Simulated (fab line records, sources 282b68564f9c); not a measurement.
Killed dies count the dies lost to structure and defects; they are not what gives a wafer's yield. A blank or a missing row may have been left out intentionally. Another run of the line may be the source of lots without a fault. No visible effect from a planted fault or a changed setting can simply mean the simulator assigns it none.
A lot that was struck, set against a sound lot || flow rit_cmos || 17 out of 202 route steps
Sound: wafers L957.1, L957.3, L957.4. Struck: wafers L952.1, L952.2, L952.3. Last of all comes the cause.
For every step that has rows: the tool of each side, followed by ch and its chambers, followed by its first start. Under that, the readings that differ: sound wafers || struck wafers || difference of the means || sigmas: that difference in standard deviations of wafers without a fault.
alike: words and numbers the same on both sides, and readings whose means are apart by under 2 such deviations; not compared: readings that were withheld, readings missing a value for some wafer, numbers with overlapping values and no deviation given by the record, and bounds like >300 which may hide the same value.
The two part at a step that has a row with sigmas, a row that says differs or no value, or rows on one side only. Numbers that don't overlap but have no deviation are shown without sigmas and don't part them. A reading missing from all wafers of one side parts the sides only when that side holds two or more wafers.

first, 2 steps without rows for these wafers: RIT_NRETRO_HARDBAKE_07 (time 120 s); RIT_NRETRO_IMPLANT_08.
RIT_NRETRO_STRIP_09: strips in O2, time 180 s.
  sound on plasma_asher-01 ch 0,1, day 6 20:21; struck on plasma_asher-03 ch 0,1, day 5 19:11
  alike: drypump_motor_current_A
  not compared: rf_hours_counter_h
RIT_NRETRO_TW_MEAS_10:
  struck on film_metro-01, day 5 19:22; sound on film_metro-03, day 6 20:31
  alike: NRETRO_TW
then, 6 steps without rows for these wafers: RIT_PRETRO_HMDS_00 (prime time 60 s); RIT_PRETRO_COAT_01 (resist thk 1300 nm); RIT_PRETRO_SOFTBAKE_02 (time 60 s); RIT_PRETRO_EXPOSE_03 (exposes mask M5, target cd 43700 nm); RIT_PRETRO_PEB_04; RIT_PRETRO_DEVELOP_05 (develop time 68 s).
RIT_PRETRO_OVL_MEAS_06:
  struck on overlay-02, day 5 20:26; sound on overlay-02, day 6 21:28
  alike: PRETRO_OVL
then, 1 step without rows for these wafers: RIT_PRETRO_HARDBAKE_07 (time 120 s).
RIT_PRETRO_IMPLANT_08:
  sound on implanter-02 ch 0, day 6 21:45; struck on implanter-03 ch 0, day 5 20:43
{"reading": "dose_ions_cm2", "sound": "1.201e+13 1.2004e+13 1.2007e+13", "struck": "1.6328e+13 1.6309e+13 1.6312e+13", "difference": "+4.3093e+12", "sigmas": "+99 or more"}
{"reading": "faraday_current_uA", "sound": "37.9 38.6 38.1", "struck": "52.1 49.5 52.8", "difference": "+13.3", "sigmas": "+17"}
RIT_PRETRO_STRIP_09: strips in O2, time 180 s.
  sound on plasma_asher-01 ch 0,1, day 6 21:54; struck on plasma_asher-04 ch 0,1, day 5 20:52
  alike: drypump_motor_current_A
  not compared: rf_hours_counter_h
RIT_PRETRO_TW_MEAS_10:
  struck on film_metro-01, day 5 21:02; sound on film_metro-04, day 6 22:04
{"reading": "PRETRO_TW", "sound": "477 476 478", "struck": "525 522 524", "difference": "+47", "sigmas": "+15"}
then, 1 step without rows for these wafers: RIT_GATE_WET_ETCH_00 (etches SiO2 in BOE, target depth 56 nm, time 60 s).
RIT_M1_PROBE_99:
  struck on prober-02, day 6 22:58; sound on prober-01, day 7 22:56
{"reading": "model.etest.nmos_0p3.r_on_ohm_um", "sound": "2145 2055 2087", "struck": "2284 2325 2291", "difference": "+204", "sigmas": ""}
{"reading": "model.etest.nmos_turned.drive_ua_um", "sound": "333.7 344.7 346.2", "struck": "288.1 285.4 281.8", "difference": -56.4, "sigmas": ""}
{"reading": "model.etest.nmos_0p15.drive_ua_um", "sound": "467.2 480.8 493", "struck": "434.4 422.2 424.9", "difference": -53.2, "sigmas": ""}
{"reading": "model.etest.nmos_0p3.drive_ua_um", "sound": "231.2 235.5 236", "struck": "202.7 198.3 199.4", "difference": -34.1, "sigmas": ""}
{"reading": "model.etest.nmos_narrow.drive_ua_um", "sound": "229.4 229.1 233.3", "struck": "205.4 201.9 202", "difference": -27.5, "sigmas": ""}
{"reading": "model.etest.nmos_0p15.off_log10_a_um", "sound": "-10.3 -10.11 -9.824", "struck": "-11.12 -11.15 -11.15", "difference": -1.06, "sigmas": ""}
{"reading": "model.etest.retro_edge_nmos.off_log10_a_um", "sound": "-10.04 -9.941 -9.584", "struck": "-10.93 -11.02 -11.07", "difference": -1.15, "sigmas": ""}
{"reading": "model.etest.diode_nplus_pwell.bv_v (V)", "sound": "6.045 6.066 6.052", "struck": "5.633 5.711 5.699", "difference": -0.373, "sigmas": ""}
  alike: killed_at_front_end, killed_dies, killed_open, killed_short

WHERE THEY PART
Last at RIT_PRETRO_TW_MEAS_10 as far as this record goes, first at RIT_PRETRO_IMPLANT_08. Later steps at which nothing parts them and some readings are alike: RIT_M1_PROBE_99.

WHY: whatever the simulator had introduced
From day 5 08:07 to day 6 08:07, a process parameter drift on implanter-03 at RIT_PRETRO_IMPLANT_08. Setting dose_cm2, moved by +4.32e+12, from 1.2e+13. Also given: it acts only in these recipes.
